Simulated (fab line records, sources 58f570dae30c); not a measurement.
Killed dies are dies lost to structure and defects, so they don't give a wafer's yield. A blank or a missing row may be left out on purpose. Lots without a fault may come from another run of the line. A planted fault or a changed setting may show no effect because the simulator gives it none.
A struck lot beside a sound one | flow berkeley_cmos170 | 20 steps out of a route of 331
Sound: wafers L287.2, L287.3, L287.5. Struck: wafers L298.1, L298.5, L298.6. The cause comes at the end.
At each step with rows: each side's tool, then ch and its chambers, then its first start. Under that, the readings that differ: sound wafers | struck wafers | difference of the means | sigmas: that difference in standard deviations of wafers without a fault.
alike: readings whose means differ by less than 2 such deviations, and words and numbers that are the same on both sides. not compared: withheld readings, readings that some wafer has no value for, bounds like >300 that may hide the same value, and numbers for which the record gives no deviation and whose values overlap.
The two part at a step that has a row with sigmas, a row that says differs or no value, or rows on one side only. Numbers that don't overlap but have no deviation are shown without sigmas and don't part them. A reading that every wafer of one side lacks parts them only if that side has two wafers or more.

first, 5 steps without rows for these wafers: UCB170_WELLDRIVE_ANNEAL_03 (time 900 s); UCB170_WELLDRIVE_WET_ETCH_04 (etches SiO2 in BOE, time 120 s); UCB170_ACTIVE_CLEAN_00 (cleans in SPM, time 600 s); UCB170_ACTIVE_CLEAN_01 (cleans in dHF, time 60 s); UCB170_ACTIVE_OXIDATION_02 (target thk 26.4 nm, ox time 1260 s).
UCB170_ACTIVE_THK_MEAS_03:
  sound on film_metro-03, day 5 16:13; struck on film_metro-03, day 8 07:19
  alike: ACTIVE_OXIDE_THK
then, 2 steps without rows for these wafers: UCB170_ACTIVE_ANNEAL_04 (time 900 s); UCB170_ACTIVE_CVD_05 (deposits Si3N4 from SiH2Cl2/NH3, target thk 220 nm, time 3300 s).
UCB170_ACTIVE_THK_MEAS_06:
  sound on film_metro-03, day 5 22:40; struck on film_metro-02, day 8 14:43
  alike: ACTIVE_NITRIDE_THK
then, 3 steps without rows for these wafers: UCB170_ACTIVE_HMDS_07 (prime time 60 s); UCB170_ACTIVE_COAT_08 (resist thk 900 nm); UCB170_ACTIVE_SOFTBAKE_09 (time 60 s).
UCB170_ACTIVE_EXPOSE_10: exposes mask ACTIVE, target cd 1200 nm.
  sound on krf_scanner-02 ch 0, day 5 23:25; struck on krf_scanner-02 ch 0, day 8 15:54
  alike: mask
then, 2 steps without rows for these wafers: UCB170_ACTIVE_PEB_11; UCB170_ACTIVE_DEVELOP_12 (develop time 45 s).
UCB170_ACTIVE_CD_MEAS_13: target cd 1200 nm.
  sound on cd_sem-01, day 5 23:51; struck on cd_sem-02, day 8 17:36
  reading    | sound                | struck               | difference | sigmas
  cd_nm (nm) | 1200.1 1200.9 1200.3 | 1192.8 1190.2 1199.0 | -6.4       | -6
UCB170_ACTIVE_OVL_MEAS_14:
  sound on overlay-02, day 5 23:58; struck on overlay-02, day 8 17:43
  alike: ACTIVE_OVL
UCB170_ACTIVE_ETCH_15: etches Si3N4 in CH3F/Ar/O2, stops on SiO2, target depth 242 nm, time 151 s.
  sound on rie_diel-02 ch 1,2,3, day 5 23:59; struck on rie_diel-03 ch 0,1, day 8 17:45
  alike: drypump_motor_current_A, oes_product_au, throttle_valve_pct
  not compared: rf_hours_counter_h, model.ACTIVE.cd_nm
UCB170_ACTIVE_STRIP_16: strips in O2.
  sound on plasma_asher-01 ch 0,1, day 6 00:05; struck on plasma_asher-02 ch 0,1, day 8 17:52
  alike: drypump_motor_current_A, oes_product_au, strip_time_to_endpoint_s
  not compared: rf_hours_counter_h
then, 1 step without rows for these wafers: UCB170_M3_PROBE_99.

WHERE THEY PART
Only at UCB170_ACTIVE_CD_MEAS_13, within this record. Later steps at which nothing parts them and some readings are alike: UCB170_ACTIVE_OVL_MEAS_14, UCB170_ACTIVE_ETCH_15, UCB170_ACTIVE_STRIP_16.

WHY: what the simulator had put in
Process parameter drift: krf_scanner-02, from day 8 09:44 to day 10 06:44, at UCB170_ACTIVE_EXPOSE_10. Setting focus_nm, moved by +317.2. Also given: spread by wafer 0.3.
